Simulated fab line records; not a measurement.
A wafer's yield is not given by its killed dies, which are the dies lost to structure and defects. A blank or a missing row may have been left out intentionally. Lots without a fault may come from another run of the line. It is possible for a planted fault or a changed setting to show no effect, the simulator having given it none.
fab line records    flow berkeley_cmos170
record lots=14  wafers=42  last_day=12
route steps=331 shown ACTIVE@76 M1@250 V1@266 V2@304
lots untouched by any fault: they come from a run of this same line in which no faults occurred
start_h: hours from the record's first day to the start of the lot's first wafer shown    wait_h: hours elapsed since this lot's preceding step    " unchanged from the row above    L1.1+2: a row that stands for several wafers    - no value present, or no start provided    * or withheld: withheld    < > ~ a bound
route shown NAME@n: names a module that has steps shown in the file, with the first one's number in the route    usual: mean/standard deviation of fault-free wafers    same: alike in all rows    chamber/n: place in a boat    sites: the reading at each site    _std_site: standard deviation of those values    _edge_site: inner sites' mean taken away from outer sites' mean    radius_mm: for every site, how far away it sits from the centre of the wafer    mask NAME#n: copy n    behind: the most recent tool/chamber to have shaped the wafer    hold: why the lot went on hold/how many hours it stayed there/how the hold came to an end    device: whichever transistor did not switch (one of n, p or np)    end of line: the tests these same wafers got at the end of their route    where a step has no rows: the recipe by itself    killed: count of dies lost to structure and defects at first sort (not the wafer's yield)    map: a wafer's dies, marking killed ones x, the rest . and places with no die _
set.NAME: setting as actually run; set.NAME@STEP: the setting as run at that earlier step    model.NAME: the simulator's own value behind a step, which no gauge read
steps of the route over a sample of lots; a table a step, a row a wafer
services: the hour from which a tool's chamber was out of use, counted from the record's first day as start_h (under 0 if before that day), plus the number of hours and why
## steps
# step UCB170_ACTIVE_STRIP_16
# recipe chemistry=O2  power_w=400  pressure_mtorr=3500  platen_temp_c=withheld  o2_flow_sccm=400  overash_fraction=0.5
# usual chamber_pressure_mTorr=3500/3.1  drypump_motor_current_A=5.9/0.42  oes_product_au=0.721/0.0047  strip_time_to_endpoint_s=18.07/0.086
# same overash_fraction=0.5
lot.wafer  tool             chamber  start_h  wait_h  chamber_pressure_mTorr  drypump_motor_current_A  oes_product_au  rf_hours_counter_h  strip_time_to_endpoint_s
L294.4     plasma_asher-02  0        73.35    0.1     3499                    5.8                      0.717           -                   18.20
L294.5     "                0        "        "       3496                    5.8                      0.720           -                   18.07
L294.6     "                1        "        "       3503                    6.5                      0.732           -                   18.12
L293.2     plasma_asher-03  1        73.59    0.1     3496                    5.5                      0.721           37                  18.03
L293.4     "                1        "        "       3498                    5.5                      0.724           -                   18.00
L293.5     "                0        "        "       3497                    6.0                      0.720           -                   18.14
L297.2     plasma_asher-04  1        87.01    0.1     3497                    5.3                      0.724           38                  17.96
L297.5     "                0        "        "       3501                    6.3                      0.716           -                   17.87
L297.6     "                1        "        "       3501                    5.3                      0.728           -                   18.04
L296.1     plasma_asher-02  1        87.14    0.1     3498                    6.5                      0.715           28                  18.05
L296.4     "                0        "        "       3504                    5.8                      0.713           -                   18.15
L296.6     "                0        "        "       3500                    5.8                      0.715           -                   18.09
L295.1     plasma_asher-03  0        87.16    0.1     3497                    6.0                      0.727           38                  18.06
L295.2     "                1        "        "       3504                    5.5                      0.723           38                  18.12
L295.6     "                1        "        "       3504                    5.5                      0.714           -                   18.05
L298.1     plasma_asher-03  1        96.82    0.1     3500                    5.5                      0.727           39                  18.05
L298.2     "                0        "        "       3503                    6.0                      0.731           39                  18.03
L298.6     "                1        "        "       3503                    5.5                      0.714           -                   18.05
L299.1     plasma_asher-02  1        109.67   0.1     3498                    6.6                      0.722           30                  18.06
L299.3     "                1        "        "       3504                    6.5                      0.727           -                   18.28
L299.6     "                1        "        "       3493                    6.5                      0.721           -                   18.07
L300.3     plasma_asher-03  1        109.89   0.1     3499                    5.5                      0.725           -                   18.03
L300.5     "                0        "        "       3500                    6.0                      0.719           -                   18.00
L300.6     "                1        "        "       3502                    5.5                      0.722           -                   18.04
L301.2     plasma_asher-02  0        114.12   0.1     3499                    5.8                      0.722           31                  18.13
L301.3     "                1        "        "       3494                    6.5                      0.726           -                   18.03
L301.5     "                1        "        "       3495                    6.5                      0.729           -                   18.06
L302.2     plasma_asher-03  0        120.30   0.1     3502                    6.0                      0.728           42                  18.06
L302.3     "                1        "        "       3500                    5.4                      0.715           -                   18.12
L302.6     "                1        "        "       3501                    5.5                      0.716           -                   18.19
L305.1     plasma_asher-04  1        137.73   0.1     3502                    5.3                      0.728           2                   18.28
L305.5     "                1        "        "       3498                    5.3                      0.716           -                   18.17
L305.6     "                0        "        "       3499                    6.3                      0.716           -                   18.32
L308.1     plasma_asher-03  0        149.06   0.1     3503                    6.0                      0.723           45                  18.17
L308.4     "                0        "        "       3500                    6.0                      0.724           -                   18.05
L308.5     "                0        "        "       3501                    6.0                      0.729           -                   18.16
L315.3     plasma_asher-02  1        192.54   0.1     3502                    6.5                      0.722           -                   18.05
L315.4     "                0        "        "       3498                    5.8                      0.724           -                   18.10
L315.5     "                1        "        "       3507                    6.5                      0.724           -                   18.13
L314.2     plasma_asher-04  0        193.07   0.1     3495                    6.3                      0.726           8                   18.03
L314.3     "                1        "        "       3501                    5.3                      0.718           -                   18.00
L314.6     "                1        "        "       3497                    5.3                      0.720           -                   18.02
# step UCB170_M1_METAL_ETCH_12
# recipe chemistry=Cl2/BCl3  target=Al  stop_on=PSG  pressure_mtorr=12  target_depth_a=7800  over_etch_frac=0.3  time_s=130  icp_w=600  bias_w=120  Cl2_flow_sccm=90  bcl3_flow_sccm=45
# usual bcl3_flow_sccm=45.00/0.14  chamber_pressure_mTorr=12.000/0.011  drypump_motor_current_A=5.7/0.54  oes_product_au=0.854/0.016  throttle_valve_pct=24.35/0.15
# same over_etch_frac=0.3
lot.wafer  tool          chamber  start_h  wait_h  bcl3_flow_sccm  chamber_pressure_mTorr  drypump_motor_current_A  oes_product_au  rf_hours_counter_h  throttle_valve_pct
L294.4     rie_metal-04  0        140.53   -       44.90           11.997                  6.4                      0.840           -                   24.34
L294.5     "             1        "        "       45.18           11.992                  5.1                      0.844           -                   24.26
L294.6     "             0        "        "       45.13           11.979                  6.4                      0.841           -                   24.35
L293.2     rie_metal-03  0        140.76   -       44.93           11.989                  6.3                      0.853           22                  24.31
L293.4     "             0        "        "       45.03           12.007                  6.3                      0.862           -                   24.29
L293.5     "             0        "        "       44.98           12.006                  6.3                      0.853           -                   24.31
L297.2     rie_metal-04  1        155.05   -       45.18           11.992                  5.0                      0.837           10                  24.26
L297.5     "             0        "        "       45.13           12.002                  6.4                      0.824           -                   24.35
L297.6     "             1        "        "       45.24           11.995                  5.0                      0.834           -                   24.23
L296.1     rie_metal-02  0        155.84   -       45.10           11.991                  5.7                      0.895           7                   24.53
L296.4     "             1        "        "       44.76           11.996                  5.2                      0.856           -                   24.14
L296.6     "             1        "        "       44.73           12.006                  5.2                      0.852           -                   24.13
L295.1     rie_metal-03  0        156.08   -       45.06           12.011                  6.3                      0.856           23                  24.32
L295.2     "             1        "        "       45.14           12.005                  6.1                      0.859           13                  24.60
L295.6     "             1        "        "       44.88           11.991                  6.1                      0.865           -                   24.57
L298.1     rie_metal-04  0        172.42   -       44.83           12.013                  6.4                      0.827           11                  24.33
L298.2     "             1        "        "       45.02           11.997                  5.1                      0.841           10                  24.25
L298.6     "             0        "        "       44.86           12.012                  6.4                      0.834           -                   24.36
L300.3     rie_metal-02  0        178.14   -       45.04           12.002                  5.6                      0.879           -                   24.53
L300.5     "             1        "        "       44.97           12.000                  5.2                      0.851           -                   24.13
L300.6     "             0        "        "       44.85           11.996                  5.7                      0.873           -                   24.53
L299.1     rie_metal-03  1        178.22   -       44.95           12.007                  6.1                      0.871           14                  24.57
L299.3     "             0        "        "       45.05           11.990                  6.3                      0.866           -                   24.32
L299.6     "             1        "        "       45.05           12.015                  6.1                      0.867           -                   24.59
L301.2     rie_metal-04  1        186.41   -       44.92           11.989                  5.0                      0.836           10                  24.25
L301.3     "             1        "        "       44.96           11.997                  5.0                      0.845           -                   24.22
L301.5     "             0        "        "       45.11           11.995                  6.4                      0.848           -                   24.34
L302.2     rie_metal-03  1        198.25   -       45.08           12.005                  6.1                      0.858           -                   24.59
L302.3     "             1        "        "       45.30           12.007                  6.1                      0.857           -                   24.59
L302.6     "             1        "        "       45.11           11.963                  6.1                      0.862           -                   24.58
L305.1     rie_metal-04  0        214.34   -       45.13           12.002                  6.4                      0.838           12                  24.35
L305.5     "             0        "        "       45.05           11.997                  6.4                      0.829           -                   24.35
L305.6     "             1        "        "       44.75           11.984                  5.0                      0.851           -                   24.26
L308.1     rie_metal-04  1        225.67   -       45.24           12.004                  5.1                      0.841           11                  24.25
L308.4     "             0        "        "       45.05           11.989                  6.4                      0.840           -                   24.32
L308.5     "             1        "        "       45.36           11.988                  5.1                      0.849           -                   24.25
L314.2     rie_metal-02  0        256.66   -       44.89           12.005                  5.7                      0.895           10                  24.51
L314.3     "             1        "        "       45.04           12.005                  5.2                      0.855           -                   24.14
L314.6     "             0        "        "       44.96           11.995                  5.6                      0.885           -                   24.51
L315.3     rie_metal-02  1        259.05   -       44.94           12.005                  5.2                      0.852           -                   24.13
L315.4     "             0        "        "       45.05           12.001                  5.7                      0.880           -                   24.53
L315.5     "             0        "        "       45.18           11.981                  5.7                      0.877           -                   24.53
# step UCB170_M1_STRIP_13
# recipe chemistry=O2  power_w=400  pressure_mtorr=3500  platen_temp_c=withheld  o2_flow_sccm=400  overash_fraction=0.5
# usual chamber_pressure_mTorr=3500.1/3  drypump_motor_current_A=5.7/0.37  oes_product_au=0.720/0.0045
# same overash_fraction=0.5
lot.wafer  tool             chamber  start_h  wait_h  chamber_pressure_mTorr  drypump_motor_current_A  oes_product_au  rf_hours_counter_h
L294.4     plasma_asher-03  1        140.65   0.1     3500.4                  5.5                      0.721           -
L294.5     "                1        "        "       3499.8                  5.5                      0.725           -
L294.6     "                0        "        "       3504.5                  6.0                      0.721           -
L293.2     plasma_asher-03  1        140.89   0.1     3500.8                  5.5                      0.721           44
L293.4     "                0        "        "       3500.5                  6.0                      0.728           -
L293.5     "                0        "        "       3505.9                  6.0                      0.718           -
L297.2     plasma_asher-03  1        155.18   0.1     3502.1                  5.5                      0.715           46
L297.5     "                1        "        "       3501.6                  5.5                      0.719           -
L297.6     "                0        "        "       3498.8                  6.0                      0.719           -
L296.1     plasma_asher-03  1        155.97   0.1     3499.8                  5.5                      0.728           46
L296.4     "                0        "        "       3497.9                  6.0                      0.728           -
L296.6     "                1        "        "       3496.4                  5.5                      0.714           -
L295.1     plasma_asher-03  0        156.21   0.1     3501.4                  6.0                      0.718           46
L295.2     "                1        "        "       3498.6                  5.5                      0.724           46
L295.6     "                1        "        "       3503.7                  5.5                      0.720           -
L298.1     plasma_asher-01  1        172.56   0.1     3503.6                  5.5                      0.723           48
L298.2     "                0        "        "       3494.7                  5.1                      0.720           48
L298.6     "                1        "        "       3500.6                  5.5                      0.722           -
L300.3     plasma_asher-01  0        178.26   0.1     3498.0                  5.2                      0.719           -
L300.5     "                0        "        "       3501.5                  5.1                      0.723           -
L300.6     "                1        "        "       3495.8                  5.5                      0.719           -
L299.1     plasma_asher-04  0        178.35   0.1     3502.5                  6.3                      0.724           6
L299.3     "                0        "        "       3495.1                  6.2                      0.716           -
L299.6     "                0        "        "       3497.3                  6.3                      0.712           -
L301.2     plasma_asher-03  0        186.54   0.1     3497.8                  6.0                      0.719           49
L301.3     "                0        "        "       3495.6                  6.0                      0.727           -
L301.5     "                0        "        "       3499.2                  6.0                      0.720           -
L302.2     plasma_asher-03  0        198.47   0.2     3498.3                  6.0                      0.717           50
L302.3     "                1        "        "       3496.9                  5.5                      0.720           -
L302.6     "                1        "        "       3496.8                  5.5                      0.718           -
L305.1     plasma_asher-01  0        214.48   0.1     3505.1                  5.1                      0.721           53
L305.5     "                1        "        "       3494.5                  5.5                      0.724           -
L305.6     "                0        "        "       3504.5                  5.1                      0.461           -
L308.1     plasma_asher-04  0        225.81   0.1     3498.7                  6.3                      0.463           11
L308.4     "                1        "        "       3505.7                  5.3                      0.715           -
L308.5     "                1        "        "       3495.4                  5.3                      0.466           -
L314.2     plasma_asher-03  1        256.79   0.1     3500.7                  5.5                      0.715           57
L314.3     "                0        "        "       3503.4                  6.0                      0.717           -
L314.6     "                1        "        "       3497.7                  5.5                      0.718           -
L315.3     plasma_asher-04  1        259.17   0.1     3501.5                  5.3                      0.712           -
L315.4     "                0        "        "       3498.2                  6.3                      0.720           -
L315.5     "                0        "        "       3503.5                  6.3                      0.723           -
# step UCB170_M1_CD_MEAS_90
# recipe target_cd_nm=700
# usual cd_nm=699.9/2.3
lot.wafer  tool       chamber  start_h  wait_h  cd_nm
L294.4     cd_sem-01  -        140.78   0.1     701.8
L294.5     "          -        "        "       701.1
L294.6     "          -        "        "       701.3
L293.2     cd_sem-02  -        141.09   0.2     699.1
L293.4     "          -        "        "       698.1
L293.5     "          -        "        "       701.9
L297.2     cd_sem-02  -        155.30   0.1     702.8
L297.5     "          -        "        "       705.7
L297.6     "          -        "        "       702.0
L296.1     cd_sem-01  -        156.07   0.1     699.1
L296.4     "          -        "        "       700.8
L296.6     "          -        "        "       702.4
L295.1     cd_sem-02  -        156.31   0.1     696.0
L295.2     "          -        "        "       697.5
L295.6     "          -        "        "       696.6
L298.1     cd_sem-02  -        172.66   0.1     699.9
L298.2     "          -        "        "       699.5
L298.6     "          -        "        "       699.7
L300.3     cd_sem-01  -        178.37   0.1     701.4
L300.5     "          -        "        "       703.9
L300.6     "          -        "        "       703.9
L299.1     cd_sem-02  -        178.45   0.1     700.4
L299.3     "          -        "        "       696.0
L299.6     "          -        "        "       701.3
L301.2     cd_sem-02  -        186.66   0.1     699.4
L301.3     "          -        "        "       699.3
L301.5     "          -        "        "       702.8
L302.2     cd_sem-01  -        198.59   0.1     698.5
L302.3     "          -        "        "       701.5
L302.6     "          -        "        "       699.1
L305.1     cd_sem-02  -        214.58   0.1     700.5
L305.5     "          -        "        "       697.6
L305.6     "          -        "        "       675.0
L308.1     cd_sem-01  -        225.91   0.1     674.7
L308.4     "          -        "        "       698.4
L308.5     "          -        "        "       674.8
L314.2     cd_sem-01  -        256.91   0.1     699.0
L314.3     "          -        "        "       702.8
L314.6     "          -        "        "       699.5
L315.3     cd_sem-02  -        259.28   0.1     702.1
L315.4     "          -        "        "       698.3
L315.5     "          -        "        "       698.6
# step UCB170_V1_CD_MEAS_12
# recipe target_cd_nm=700
# usual cd_nm=699.6/1.8
lot.wafer  tool       chamber  start_h  wait_h  cd_nm
L294.4     cd_sem-01  -        149.08   -       701.0
L294.5     "          -        "        "       700.9
L294.6     "          -        "        "       700.1
L293.2     cd_sem-02  -        149.31   -       700.5
L293.4     "          -        "        "       698.3
L293.5     "          -        "        "       700.2
L297.2     cd_sem-02  -        161.47   -       700.9
L297.5     "          -        "        "       702.1
L297.6     "          -        "        "       699.6
L295.1     cd_sem-01  -        161.57   -       702.3
L295.2     "          -        "        "       703.3
L295.6     "          -        "        "       703.0
L296.1     cd_sem-02  -        161.69   -       700.8
L296.4     "          -        "        "       699.1
L296.6     "          -        "        "       699.4
L298.1     cd_sem-01  -        181.90   -       700.9
L298.2     "          -        "        "       700.9
L298.6     "          -        "        "       701.1
L299.1     cd_sem-02  -        182.14   -       699.1
L299.3     "          -        "        "       698.1
L299.6     "          -        "        "       699.2
L300.3     cd_sem-02  -        182.42   -       699.7
L300.5     "          -        "        "       699.4
L300.6     "          -        "        "       698.0
L301.2     cd_sem-02  -        192.54   -       699.6
L301.3     "          -        "        "       699.5
L301.5     "          -        "        "       697.3
L302.2     cd_sem-02  -        204.80   -       699.9
L302.3     "          -        "        "       701.0
L302.6     "          -        "        "       700.6
L305.1     cd_sem-02  -        220.96   -       700.6
L305.5     "          -        "        "       700.5
L305.6     "          -        "        "       700.4
L308.1     cd_sem-02  -        231.78   -       701.8
L308.4     "          -        "        "       700.1
L308.5     "          -        "        "       700.9
L314.2     cd_sem-02  -        266.39   -       700.0
L314.3     "          -        "        "       700.0
L314.6     "          -        "        "       700.1
L315.3     cd_sem-01  -        266.68   -       697.3
L315.4     "          -        "        "       696.2
L315.5     "          -        "        "       698.0
# step UCB170_V2_CD_MEAS_12
# recipe target_cd_nm=700
# usual cd_nm=699.6/1.4
lot.wafer  tool       chamber  start_h  wait_h  cd_nm
L294.4     cd_sem-02  -        154.63   -       700.6
L294.5     "          -        "        "       701.1
L294.6     "          -        "        "       701.4
L293.2     cd_sem-01  -        155.60   -       698.6
L293.4     "          -        "        "       697.6
L293.5     "          -        "        "       698.7
L297.2     cd_sem-01  -        169.07   -       701.0
L297.5     "          -        "        "       699.9
L297.6     "          -        "        "       700.4
L295.1     cd_sem-01  -        169.60   -       697.9
L295.2     "          -        "        "       698.5
L295.6     "          -        "        "       698.2
L296.1     cd_sem-01  -        169.88   -       698.6
L296.4     "          -        "        "       699.9
L296.6     "          -        "        "       699.9
L298.1     cd_sem-01  -        190.80   -       701.0
L298.2     "          -        "        "       701.9
L298.6     "          -        "        "       701.6
L299.1     cd_sem-01  -        191.04   -       696.9
L299.3     "          -        "        "       696.7
L299.6     "          -        "        "       696.5
L300.3     cd_sem-02  -        191.11   -       700.2
L300.5     "          -        "        "       699.8
L300.6     "          -        "        "       700.2
L301.2     cd_sem-02  -        198.52   -       696.7
L301.3     "          -        "        "       697.4
L301.5     "          -        "        "       698.0
L302.2     cd_sem-02  -        210.54   -       700.9
L302.3     "          -        "        "       701.0
L302.6     "          -        "        "       701.2
L305.1     cd_sem-01  -        227.04   -       699.8
L305.5     "          -        "        "       700.0
L305.6     "          -        "        "       698.9
L308.1     cd_sem-02  -        237.34   -       703.4
L308.4     "          -        "        "       701.1
L308.5     "          -        "        "       701.6
L314.2     cd_sem-01  -        271.51   -       699.3
L314.3     "          -        "        "       699.6
L314.6     "          -        "        "       699.2
L315.3     cd_sem-02  -        272.14   -       701.6
L315.4     "          -        "        "       700.1
L315.5     "          -        "        "       701.2
## services
tool             chamber  start_h  hours  kind
plasma_asher-04  -        108.75   9.0    pm
plasma_asher-04  0        108.75   9.0    vent_cycle
plasma_asher-04  1        108.75   9.0    vent_cycle
plasma_asher-04  0        117.75   -      clean
plasma_asher-04  1        117.75   -      clean
rie_metal-03     -        132.51   2.8    pm
rie_metal-03     0        184.19   -      clean
rie_metal-03     0        184.19   32.0   scheduled_down
rie_metal-03     0        184.19   32.0   vent_cycle
rie_metal-04     0        196.62   6.2    repair
plasma_asher-02  -        206.09   1.5    repair
rie_metal-02     0        216.42   4.2    repair
rie_metal-04     0        233.94   -      clean
rie_metal-04     0        233.94   13.3   scheduled_down
rie_metal-04     0        233.94   13.3   vent_cycle
plasma_asher-02  -        242.49   5.4    repair
plasma_asher-01  -        248.32   14.6   pm
## key
first_sign step=UCB170_M1_STRIP_13  reading=oes_product_au  direction=down  sigmas=57  usual=0.720  struck=0.463
effect step=UCB170_M1_CD_MEAS_90  reading=cd_nm  direction=down  sigmas=11  usual=699.9  struck=674.8
met_at UCB170_M1_METAL_ETCH_12
struck_lots L305,L308
struck_wafers L305.6,L308.1,L308.5
not_acting_at UCB170_ACTIVE_STRIP_16,UCB170_V1_CD_MEAS_12,UCB170_V2_CD_MEAS_12
onset_between 186.41 214.34
fault kind=process_parameter_drift  tool=rie_metal-04  chamber=1  onset_h=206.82  steps=UCB170_M1_METAL_ETCH_12  channel=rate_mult  offset=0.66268  shape=step  end_h=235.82
